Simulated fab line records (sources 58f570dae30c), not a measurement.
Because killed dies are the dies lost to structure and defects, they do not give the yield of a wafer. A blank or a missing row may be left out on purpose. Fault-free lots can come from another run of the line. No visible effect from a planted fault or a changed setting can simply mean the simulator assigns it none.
fab line records ; flow berkeley-cmos170
record: lots: 15; wafers: 45; last-day: 13
route steps=331 shown PLDD@148
lots untouched by any fault: they come from a run of this same line in which no faults occurred
start-h: start of the lot's first displayed wafer, in hours after the record's first day ; wait-h: hours from the lot's prior step to this one ; " repeats the value in the row above ; L1.1+2: several wafers, shown together as one row ; - no value, or no start was given ; * or withheld: withheld ; < > ~ a bound
route shown NAME@n: a module of which the file shows steps, and the number in the route of the first ; usual: mean/standard deviation taken from wafers without a fault ; same: alike in all rows ; chamber/n: place in a boat ; sites: each site's reading ; _std_site: the standard deviation of these ; _edge_site: inner sites' mean taken away from outer sites' mean ; radius-mm: for every site, how far away it sits from the centre of the wafer ; mask NAME#n: copy n ; behind: the last tool/chamber to shape the wafer ; hold: cause of the lot's hold/its duration in hours/its outcome ; device: the n, p or np transistor that did not switch ; end of line: the same wafers' tests at the end of the route ; a step with no rows: only its recipe ; killed: at the first sort, the dies lost to defects and structure; wafer yield is something else ; map: dies across one wafer; x = killed, . = not, _ = none there
set.NAME: setting as actually run; set.NAME@STEP: the setting as run at that earlier step ; model.NAME: the simulator's own value behind a step, which no gauge read
steps of the route over a sample of lots; a table a step, a row a wafer
services: the hour from which a tool's chamber was out of use, counted from the record's first day as start-h (under 0 if before that day), plus the number of hours and why
== steps ==
step: UCB170_PLDD_EXPOSE_03
recipe: mask-id: PSELECT; na: 0.5; sigma-outer: 0.6; source-shape: conventional; target-cd-nm: 1200; dose-mj: 30
lot.wafer;tool;chamber;start-h;wait-h;mask
L752.1+3+5;krf-scanner-01;0;152.45;0.1;PSELECT#0
L751.1+2+4;krf-scanner-01;0;152.96;0.1;PSELECT#0
L753.3+4+6;krf-scanner-01;0;161.65;0.3;PSELECT#0
L754.1+3+5;krf-scanner-02;0;161.98;0.2;PSELECT#0
L755.2+5+6;krf-scanner-02;0;181.17;0.1;PSELECT#0
L756.1+4+6;krf-scanner-02;0;182.00;0.2;PSELECT#0
L758.1+4+6;krf-scanner-01;0;182.24;0.5;PSELECT#0
L760.3+5+6;krf-scanner-01;0;200.27;0.1;PSELECT#0
L764.1+3+5;krf-scanner-01;0;223.49;0.2;PSELECT#0
L770.1+2+3;krf-scanner-01;0;256.43;-;PSELECT#0
L768.1+3+4;krf-scanner-02;0;256.67;-;PSELECT#0
L767.1+4+6;krf-scanner-02;0;256.88;0.1;PSELECT#0
L769.1+3+5;krf-scanner-02;0;257.00;-;PSELECT#0
L771.1+4+5;krf-scanner-01;0;260.08;-;PSELECT#0
L774.1+3+5;krf-scanner-01;0;272.83;0.2;PSELECT#0
step: UCB170_PLDD_OVL_MEAS_07
usual: PLDD_OVL: 2/5.6
lot.wafer;tool;chamber;start-h;wait-h;PLDD_OVL[nm]
L752.1;overlay-02;-;153.75;0.1;3
L752.3;overlay-02;-;153.75;0.1;-4
L752.5;overlay-02;-;153.75;0.1;-8
L751.1;overlay-02;-;153.96;0.1;8
L751.2;overlay-02;-;153.96;0.1;9
L751.4;overlay-02;-;153.96;0.1;-1
L753.3;overlay-02;-;162.21;0.1;4
L753.4;overlay-02;-;162.21;0.1;-2
L753.6;overlay-02;-;162.21;0.1;5
L754.1;overlay-02;-;162.49;0.1;4
L754.3;overlay-02;-;162.49;0.1;1
L754.5;overlay-02;-;162.49;0.1;3
L755.2;overlay-01;-;181.88;0.1;7
L755.5;overlay-01;-;181.88;0.1;-2
L755.6;overlay-01;-;181.88;0.1;8
L756.1;overlay-01;-;182.51;0.1;4
L756.4;overlay-01;-;182.51;0.1;3
L756.6;overlay-01;-;182.51;0.1;6
L758.1;overlay-02;-;182.75;0.1;-4
L758.4;overlay-02;-;182.75;0.1;4
L758.6;overlay-02;-;182.75;0.1;7
L760.3;overlay-01;-;200.98;0.1;-6
L760.5;overlay-01;-;200.98;0.1;-5
L760.6;overlay-01;-;200.98;0.1;1
L764.1;overlay-02;-;224.02;0.1;-2
L764.3;overlay-02;-;224.02;0.1;0
L764.5;overlay-02;-;224.02;0.1;-5
L770.1;overlay-02;-;258.00;0.1;-1
L770.2;overlay-02;-;258.00;0.1;6
L770.3;overlay-02;-;258.00;0.1;-5
L768.1;overlay-02;-;258.32;0.1;269
L768.3;overlay-02;-;258.32;0.1;266
L768.4;overlay-02;-;258.32;0.1;257
L767.1;overlay-02;-;258.51;0.1;261
L767.4;overlay-02;-;258.51;0.1;264
L767.6;overlay-02;-;258.51;0.1;269
L769.1;overlay-01;-;258.75;0.1;255
L769.3;overlay-01;-;258.75;0.1;254
L769.5;overlay-01;-;258.75;0.1;250
L771.1;overlay-02;-;261.63;0.1;-3
L771.4;overlay-02;-;261.63;0.1;0
L771.5;overlay-02;-;261.63;0.1;-5
L774.1;overlay-02;-;273.34;0.1;2
L774.3;overlay-02;-;273.34;0.1;-1
L774.5;overlay-02;-;273.34;0.1;-1
== services ==
tool;chamber;start-h;hours;kind
krf-scanner-02;-;138.84;0.8;pm
krf-scanner-01;0;160.78;-;calibration
krf-scanner-02;-;198.03;1.3;pm
krf-scanner-01;-;213.39;1.3;pm
krf-scanner-02;0;222.13;-;calibration
krf-scanner-01;-;240.60;1.0;pm
krf-scanner-01;-;248.92;4.0;pm
krf-scanner-01;-;264.58;3.6;pm
krf-scanner-01;-;268.14;0.8;pm
== key ==
first-sign: step: UCB170_PLDD_OVL_MEAS_07; reading: PLDD_OVL; direction: up; sigmas: 46; usual: 2; struck: 261
effect none on later readings
met-at UCB170_PLDD_EXPOSE_03
struck-lots L767,L768,L769
tester-left-out L767,L768,L769
onset-between 182.00 256.67
fault: kind: scanner-matching-overlay; tool: krf-scanner-02; chamber: -; onset-h: 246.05; steps: UCB170_PLDD_EXPOSE_03; offset: 260
tester-left-out: of these lots the tester's yield and bins aren't shown, on N5 and GAA mostly nor the transistor test; their killed dies are dies lost to structure and defects alone, not to doping, threshold or leakage, so they don't give the yield
